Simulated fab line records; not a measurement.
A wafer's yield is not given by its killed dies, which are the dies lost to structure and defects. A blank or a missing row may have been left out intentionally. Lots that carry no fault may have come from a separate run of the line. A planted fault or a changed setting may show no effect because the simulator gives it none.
fab line records	flow rit-cmos
[record] lots = 6	wafers = 18	last-day = 7
route steps=202 shown ACTIVE@1 M1@202
lots that met no fault: taken from a fault-free run of the same line
start-h: hours from the record's first day to the start of the lot's first wafer shown	wait-h: how many hours have passed since the lot's step before this one	" same as the row above	L1.1+2: several wafers, shown together as one row	- either no value or no given start	* or withheld: withheld	< > ~ a bound
route shown NAME@n: names a module that has steps shown in the file, with the first one's number in the route	usual: mean/standard deviation taken from wafers without a fault	same: alike in all rows	chamber/n: place in a boat	sites: each site's reading	_std_site: their standard deviation	_edge_site: the outer-site mean with the inner-site mean subtracted	radius-mm: for every site, how far away it sits from the centre of the wafer	mask NAME#n: copy n	behind: the most recent tool/chamber to have shaped the wafer	hold: cause of the lot's hold/its duration in hours/its outcome	device: transistor that didn't switch, given as n, p or np	end of line: tests of these same wafers at the route's end	a step without rows: its recipe alone	killed: at the first sort, the dies lost to defects and structure; wafer yield is something else	map: per-die view of a wafer (x killed, . not killed, _ where there is no die)
set.NAME: the setting as run; set.NAME@STEP: as run at that earlier step	model.NAME: the simulator's own value behind a step, which no gauge read
lots seen at some steps along the route; tables by step, rows by wafer
services: a tool's chamber out of use, with start hour (start-h, from the record's first day; less than 0 if before it), hours out, and reason
[[steps]]
[step RIT_ACTIVE_BOW_MEAS_00]
[recipe] mode = bow
[usual] INCOMING_BOW = 0/7.5
lot.wafer	tool	chamber	start-h	wait-h	INCOMING_BOW[um]
L116.1	film-metro-03	-	15.00	-	-1
L116.4	"	-	"	"	-11
L116.5	"	-	"	"	9
L119.1	film-metro-03	-	30.00	-	-4
L119.2	"	-	"	"	-3
L119.3	"	-	"	"	-12
L125.1	film-metro-04	-	60.00	-	-6
L125.4	"	-	"	"	-5
L125.6	"	-	"	"	12
L127.3	film-metro-04	-	70.04	-	8
L127.4	"	-	"	"	-9
L127.5	"	-	"	"	-5
L128.4	film-metro-02	-	75.06	-	-4
L128.5	"	-	"	"	-10
L128.6	"	-	"	"	9
L137.2	film-metro-02	-	120.02	-	7
L137.5	"	-	"	"	-5
L137.6	"	-	"	"	14
[step RIT_ACTIVE_OXIDATION_01]
[recipe] temp-c = 1000	ambient = O2	target-thk-a = 468	ox-time-s = 3288
[step RIT_ACTIVE_THK_MEAS_02]
[recipe] reads = SiO2_of_ACTIVE_OXIDATION_01
[usual] ACTIVE_OXIDE_THK = 46.0/0.84
lot.wafer	tool	chamber	start-h	wait-h	ACTIVE_OXIDE_THK[nm]
L116.1	film-metro-04	-	17.49	0.0	47.9
L116.4	"	-	"	"	47.2
L116.5	"	-	"	"	47.2
L119.1	film-metro-04	-	34.53	0.0	45.9
L119.2	"	-	"	"	46.1
L119.3	"	-	"	"	46.5
L125.1	film-metro-04	-	63.11	0.0	46.3
L125.4	"	-	"	"	47.5
L125.6	"	-	"	"	46.9
L127.3	film-metro-02	-	74.33	0.0	46.9
L127.4	"	-	"	"	47.5
L127.5	"	-	"	"	47.7
L128.4	film-metro-03	-	77.08	0.0	45.3
L128.5	"	-	"	"	45.4
L128.6	"	-	"	"	45.1
L137.2	film-metro-02	-	122.13	0.0	45.4
L137.5	"	-	"	"	45.5
L137.6	"	-	"	"	44.5
[step RIT_ACTIVE_CVD_03]
[recipe] material = Si3N4	target-thk-nm = 150	temp-c = 810	precursor = SiH2Cl2/NH3	time-s = 1500	pressure-mtorr = 300	sih2cl2-flow-sccm = 60	nh3-flow-sccm = 150
[step RIT_ACTIVE_THK_MEAS_04]
[recipe] reads = Si3N4_of_ACTIVE_CVD_03
[usual] ACTIVE_NITRIDE_THK = 149.1/1.4
lot.wafer	tool	chamber	start-h	wait-h	ACTIVE_NITRIDE_THK[nm]
L116.1	film-metro-02	-	18.97	0.0	149.7
L116.4	"	-	"	"	148.6
L116.5	"	-	"	"	149.1
L119.1	film-metro-04	-	38.22	0.0	149.1
L119.2	"	-	"	"	150.2
L119.3	"	-	"	"	149.9
L125.1	film-metro-04	-	64.92	0.0	148.0
L125.4	"	-	"	"	148.8
L125.6	"	-	"	"	147.3
L127.3	film-metro-04	-	75.80	0.0	149.2
L127.4	"	-	"	"	149.8
L127.5	"	-	"	"	150.5
L128.4	film-metro-02	-	79.15	0.0	150.0
L128.5	"	-	"	"	149.6
L128.6	"	-	"	"	150.2
L137.2	film-metro-02	-	123.60	0.0	150.2
L137.5	"	-	"	"	151.6
L137.6	"	-	"	"	149.6
[step RIT_ACTIVE_HMDS_05]
[recipe] prime-time-s = 60	prime-temp-c = 140
[step RIT_ACTIVE_COAT_06]
[recipe] resist = NOVOLAK	spin-rpm = 3226	resist-thk-nm = 1000
[step RIT_ACTIVE_SOFTBAKE_07]
[recipe] resist = NOVOLAK	temp-c = 90	time-s = 60
[step RIT_ACTIVE_EXPOSE_08]
[recipe] mask-id = M1	na = 0.6	source-shape = conventional	sigma-outer = 0.6	target-cd-nm = 1400	dose-mj = 225
[step RIT_ACTIVE_PEB_09]
[recipe] resist = NOVOLAK	temp-c = withheld	time-s = withheld
[step RIT_ACTIVE_DEVELOP_10]
[recipe] resist = NOVOLAK	develop-time-s = 50	dev-temp-c = 23
lot.wafer	tool	chamber	start-h	wait-h
L116.1+4+5	litho-track-02	0	19	-
L119.1+2+3	litho-track-03	0	39	-
L125.1+4+6	litho-track-04	0	65	-
L127.3+4+5	litho-track-04	0	76	-
L128.4+5+6	litho-track-04	0	79	-
L137.2+5+6	litho-track-03	0	124	-
[step RIT_ACTIVE_HARDBAKE_12]
[recipe] resist = NOVOLAK	temp-c = 140	time-s = 60
[step RIT_ACTIVE_ETCH_13]
[recipe] stop-on = SiO2	chemistry = SF6	target = Si3N4	time-s = 210	over-etch-frac = 0.4	SF6_flow_sccm = 200	pressure-mtorr = 260	rf-w = 125	target-depth-a = 2100
[usual] drypump-motor-current-A = 5.7/0.44	oes-product-au = 0.820/0.012	throttle-valve-pct = 7.52/0.14
lot.wafer	tool	chamber	start-h	wait-h	drypump-motor-current-A	oes-product-au	rf-hours-counter-h	throttle-valve-pct
L116.1	rie-diel-03	0	20.30	0.1	5.5	0.828	50	7.60
L116.4	"	3	"	"	4.8	0.841	64	7.57
L116.5	"	3	"	"	4.8	0.843	-	7.57
L119.1	rie-diel-02	2	39.68	0.1	5.7	0.813	54	7.77
L119.2	"	1	"	"	5.9	0.843	0	7.53
L119.3	"	0	"	"	5.7	0.805	34	7.51
L125.1	rie-diel-03	3	66.23	0.1	4.8	0.838	65	7.57
L125.4	"	2	"	"	6.2	0.827	7	7.40
L125.6	"	1	"	"	5.9	0.799	-	7.62
L127.3	rie-diel-01	3	76.96	0.1	5.0	0.814	10	7.58
L127.4	"	0	"	"	6.6	0.815	3	7.42
L127.5	"	2	"	"	5.4	0.821	-	7.34
L128.4	rie-diel-02	3	80.30	0.1	5.6	0.824	40	7.31
L128.5	"	2	"	"	5.7	0.804	-	7.76
L128.6	"	1	"	"	5.9	0.847	-	7.52
L137.2	rie-diel-02	3	124.77	0.1	5.7	0.823	41	7.31
L137.5	"	2	"	"	5.8	0.811	-	7.75
L137.6	"	3	"	"	5.7	0.816	-	7.30
[step RIT_ACTIVE_STRIP_14]
[recipe] chemistry = O2	time-s = 180	resist = NOVOLAK	platen-temp-c = withheld	power-w = 500	pressure-mtorr = 4000	o2-flow-sccm = 4000
[usual] drypump-motor-current-A = 5.85/0.18
lot.wafer	tool	chamber	start-h	wait-h	drypump-motor-current-A	rf-hours-counter-h
L116.1	plasma-asher-02	0	20.44	0.1	5.75	38
L116.4	"	0	"	"	5.73	-
L116.5	"	1	"	"	5.86	-
L119.1	plasma-asher-03	1	39.81	0.1	6.05	38
L119.2	"	0	"	"	5.64	38
L119.3	"	0	"	"	5.64	-
L125.1	plasma-asher-02	0	66.36	0.1	5.72	43
L125.4	"	1	"	"	5.86	-
L125.6	"	1	"	"	5.85	-
L127.3	plasma-asher-01	0	77.16	0.1	6.12	-
L127.4	"	1	"	"	5.64	-
L127.5	"	0	"	"	6.14	-
L128.4	plasma-asher-03	0	80.49	0.1	5.77	-
L128.5	"	1	"	"	6.02	-
L128.6	"	0	"	"	5.72	-
L137.2	plasma-asher-01	0	124.91	0.1	6.12	1
L137.5	"	0	"	"	6.12	-
L137.6	"	1	"	"	5.62	-
[step RIT_ACTIVE_CLEAN_15]
[recipe] chemistry = SC1	mix = 3:3:50	time-s = 600	temp-c = 75
[step RIT_ACTIVE_CLEAN_16]
[recipe] chemistry = dHF	dilution = 50:1	time-s = 30
[step RIT_ACTIVE_CLEAN_17]
[recipe] chemistry = SC2	mix = 3:3:50	time-s = 600	temp-c = 75	dry = n2-spin
[step RIT_M1_PROBE_99]
[usual] killed-at-contacts = 0.1/0.31	killed-at-front-end = 8/3.1	killed-dies = 8/3.2	killed-on-rim = 2.1/1.6	killed-open = 3.9/2.2	killed-short = 3.8/2.1
[same] gross-dies = 264	killed_at_M0_to_M3 = 0	killed_at_M4_up = 0	killed-at-back-side = 0	killed-at-other = 0
lot.wafer	tool	chamber	start-h	wait-h	killed-at-contacts	killed-at-front-end	killed-dies	killed-on-rim	killed-open	killed-short
L116.1	prober-01	-	66.49	0.1	0	3	3	1	2	1
L116.4	prober-01	-	66.64	0.2	0	2	2	1	1	1
L116.5	prober-01	-	66.69	0.2	0	9	9	3	4	5
L119.1	prober-01	-	90.53	0.1	0	11	11	2	6	5
L119.2	prober-01	-	90.58	0.1	0	10	10	2	3	7
L119.3	prober-01	-	90.63	0.2	0	7	7	2	1	6
L125.1	prober-02	-	112.75	0.1	0	0	0	0	0	0
L125.4	prober-02	-	112.90	0.2	0	7	7	2	4	3
L125.6	prober-02	-	113.00	0.2	0	8	8	2	4	4
L127.3	prober-02	-	122.51	0.2	0	200	200	69	4	5
L127.4	prober-02	-	122.56	0.2	0	212	212	68	4	2
L127.5	prober-02	-	122.61	0.2	1	208	209	70	6	8
L128.4	prober-01	-	124.39	0.2	0	157	157	62	1	1
L128.5	prober-01	-	124.44	0.2	0	155	155	66	7	5
L128.6	prober-01	-	124.49	0.2	0	145	145	63	4	2
L137.2	prober-02	-	172.85	0.1	0	5	5	1	4	1
L137.5	prober-02	-	173.00	0.2	0	6	6	1	2	4
L137.6	prober-02	-	173.05	0.2	0	6	6	2	3	3
// killed by level:class
L116.1 FOX1:geometric-particle:short=1 REOX:geometric-particle:open=1 SILICIDE:geometric-particle:open=1
L116.4 GATE:geometric-particle:open=1 GATE:geometric-particle:short=1
L116.5 GATE:geometric-particle:open=3 SILICIDE:geometric-particle:short=3 FOX1:geometric-particle:short=1 GATE:geometric-particle:short=1 SILICIDE:geometric-particle:open=1
L119.1 GATE:geometric-particle:short=3 GATE:geometric-particle:open=2 SPACER:geometric-particle:open=2 FOX2:geometric-particle:short=1 FOX2:geometric-particle:open=1 SPACER:geometric-particle:short=1 SILICIDE:geometric-particle:open=1
L119.2 GATE:geometric-particle:short=4 SPACER:geometric-particle:open=2 FOX1:geometric-particle:short=1 FOX1:geometric-particle:open=1 FOX2:geometric-particle:short=1 SPACER:geometric-particle:short=1
L119.3 FOX1:geometric-particle:short=2 SPACER:geometric-particle:short=2 FOX2:geometric-particle:short=1 GATE:geometric-particle:short=1 SPACER:geometric-particle:open=1
L125.4 SPACER:geometric-particle:open=2 FOX1:geometric-particle:short=1 FOX1:geometric-particle:open=1 GATE:geometric-particle:short=1 SPACER:geometric-particle:short=1 SILICIDE:geometric-particle:open=1
L125.6 FOX1:geometric-particle:short=2 SPACER:geometric-particle:open=2 FOX1:geometric-particle:open=1 GATE:geometric-particle:short=1 GATE:geometric-particle:open=1 SPACER:geometric-particle:short=1
L127.3 ACTIVE:area-develop=191 SPACER:geometric-particle:short=4 GATE:geometric-particle:open=2 SILICIDE:geometric-particle:open=2 GATE:geometric-particle:short=1
L127.4 ACTIVE:area-develop=206 GATE:geometric-particle:open=2 REOX:geometric-particle:open=1 REOX:geometric-particle:short=1 SPACER:geometric-particle:short=1 SILICIDE:geometric-particle:open=1
L127.5 ACTIVE:area-develop=195 FOX2:geometric-particle:short=3 FOX2:geometric-particle:open=2 GATE:geometric-particle:short=2 GATE:geometric-particle:open=2 SILICIDE:geometric-particle:open=2 FOX1:geometric-particle:short=1 SPACER:geometric-particle:short=1
L128.4 ACTIVE:area-develop=155 GATE:geometric-particle:open=1 REOX:geometric-particle:short=1
L128.5 ACTIVE:area-develop=143 REOX:geometric-particle:short=3 GATE:geometric-particle:open=2 REOX:geometric-particle:open=2 SILICIDE:geometric-particle:short=2 FOX1:geometric-particle:open=1 FOX2:geometric-particle:open=1 SILICIDE:geometric-particle:open=1
L128.6 ACTIVE:area-develop=139 GATE:geometric-particle:open=4 GATE:geometric-particle:short=1 SILICIDE:geometric-particle:short=1
L137.2 FOX1:geometric-particle:open=2 ACTIVE:geometric-particle:short=1 FOX2:geometric-particle:open=1 REOX:geometric-particle:open=1
L137.5 SPACER:geometric-particle:short=3 FOX1:geometric-particle:short=1 FOX2:geometric-particle:open=1 SPACER:geometric-particle:open=1
L137.6 FOX1:geometric-particle:short=2 SPACER:geometric-particle:open=2 REOX:geometric-particle:open=1 REOX:geometric-particle:short=1
// map L127.4 (x killed, . not)
________xxxxxxx_______
_____xxxxxxxxxxxxx____
____xxxxxx..xxx.xxx___
___xxxxxxxx.x..xxx.x__
__xxxxxx.xxx....xxxxx_
__xxxxxxxx...xx.xxxxx_
_xxxxxx.x..x...xxxxxxx
_xxxxxx..xx...xxxxxxxx
_xxxxxxx.xx...x..xxxxx
_xxxxxxxx.......xxxxxx
__xxx.xxxxx.x.x.xxxxx_
__xxx..x.x.xxxxxxxxxx_
___xxxxxx.xx.xxxxxxx__
____x.xxxxxxxxx.xxx___
_____xxxxxxxxxxxxx____
________xxxxxxx_______
// map L128.4 (x killed, . not)
________xxxxx.x_______
_____xxx..xxxxxxxx____
____x.xxxxxx.xxxxxx___
___x.xxx...x..xxxxx.__
__xx......x.....xxxxx_
__xxxx.........x.xxxx_
_x..x..x..........xxxx
_xx..xx....x.....x.xxx
_xxxxxxx...x...xx..xxx
_xx.xx.x.....x...xx.xx
__xxx..xxx....x.xxxxx_
__xxxxxx.x....x..xxxx_
___xxx.x.x..x.x.xxxx__
____xxx.xx.....x.xx___
_____xxxxxxxxx.xxx____
________x.xxxxx_______
[[services]]
tool	chamber	start-h	hours	kind
rie-diel-03	-	16.92	0.8	repair
rie-diel-03	0	48.54	3.1	repair
plasma-asher-01	-	55.06	1.2	repair
plasma-asher-02	-	72.75	2.8	pm
rie-diel-03	0	83.63	2.8	repair
plasma-asher-01	-	108.90	9.0	pm
plasma-asher-01	0	108.90	9.0	vent-cycle
plasma-asher-01	1	108.90	9.0	vent-cycle
rie-diel-01	2	113.30	7.1	repair
plasma-asher-01	0	117.90	-	clean
plasma-asher-01	1	117.90	-	clean
rie-diel-01	3	118.74	1.6	repair
[[key]]
[first-sign] step = RIT_M1_PROBE_99	reading = killed-at-front-end	direction = up	sigmas = 55	usual = 8	struck = 180
[effect] step = RIT_M1_PROBE_99	reading = killed-dies	direction = up	sigmas = 54	usual = 8	struck = 180
[more-kills-born-at] RIT_ACTIVE_DEVELOP_10@litho-track-04 = 1029
met-at RIT_ACTIVE_DEVELOP_10
struck-wafers L127.3,L127.4,L127.5,L128.4,L128.5,L128.6
later-rows-left-out L127.3,L127.4,L127.5,L128.4,L128.5,L128.6
tester-left-out L127,L128
[loop-trim] step = RIT_ACTIVE_EXPOSE_08	setting = dose	lots = L128
onset-between 65 76
[fault] kind = process-parameter-drift	tool = litho-track-04	chamber = -	onset-h = 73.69	steps = RIT_ACTIVE_DEVELOP_10	channel = develop-time-s	offset = *	shape = step	end-h = 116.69	acts-in = *	stated = *
// tester-left-out: of these lots the tester's yield and bins aren't shown, on N5 and GAA mostly nor the transistor test; their killed dies are dies lost to structure and defects alone, not to doping, threshold or leakage, so they don't give the yield
// later-rows-left-out: the simulator's readings of these wafers behind a module that went badly wrong aren't trusted and aren't shown, but for the sort
// loop-trim: a control loop set the setting to another value than it would have without faults
